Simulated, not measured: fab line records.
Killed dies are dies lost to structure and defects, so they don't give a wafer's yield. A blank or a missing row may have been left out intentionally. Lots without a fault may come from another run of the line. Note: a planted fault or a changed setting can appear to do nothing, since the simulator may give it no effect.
Matching of chambers | flow ritCmos | 3 sister chambers for RIT_ACTIVE_CLEAN_15 on wetBench-02
The step cleans in SC1, time 600 s. 3 wafers are shown with their chamber, then 8 later ones without.

WAFERS WITH THEIR CHAMBER
wafer  | chamber | bathHeatDutyPct (%)
L791.5 | 2       | 12.9
L805.6 | 0       | 14.5
L806.4 | 3       | 12.8

WAFERS WHOSE CHAMBER IS MISSING
wafer  | bathHeatDutyPct (%)
L806.5 | 13.6
L806.6 | 15.0
L807.2 | 12.1
L807.3 | 12.6
L807.6 | 12.5
L809.2 | 13.0
L809.5 | 12.8
L809.6 | 12.1

EACH ONE'S CHAMBER
wafer  | from the rows above          | in truth
L806.5 | can't be placed: 2 or 3 or 0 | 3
L806.6 | 0                            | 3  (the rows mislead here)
L807.2 | can't be placed: 3 or 2      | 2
L807.3 | can't be placed: 3 or 2      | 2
L807.6 | can't be placed: 3 or 2      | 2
L809.2 | can't be placed: 2 or 3      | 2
L809.5 | can't be placed: 3 or 2      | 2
L809.6 | can't be placed: 3 or 2      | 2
Correctly placed: 0 of 8. Can't be placed from these rows: 7 (the true chamber is among the candidates in 7). Wrongly placed: 1.
How it was worked out, from the rows above alone: a wafer's distance from a chamber is the root of the sum, over the readings, of the square of ((its reading less the chamber's mean) divided by the reading's scatter). If the next closest chamber is less than 2 further off than the closest, the wafer can't be placed; otherwise it belongs to the closest. The mean given for a chamber averages the wafers shown for that chamber. The scatter: with one shown wafer a chamber, the root of the mean of the squares of how far each hidden wafer lies from its nearest shown one.
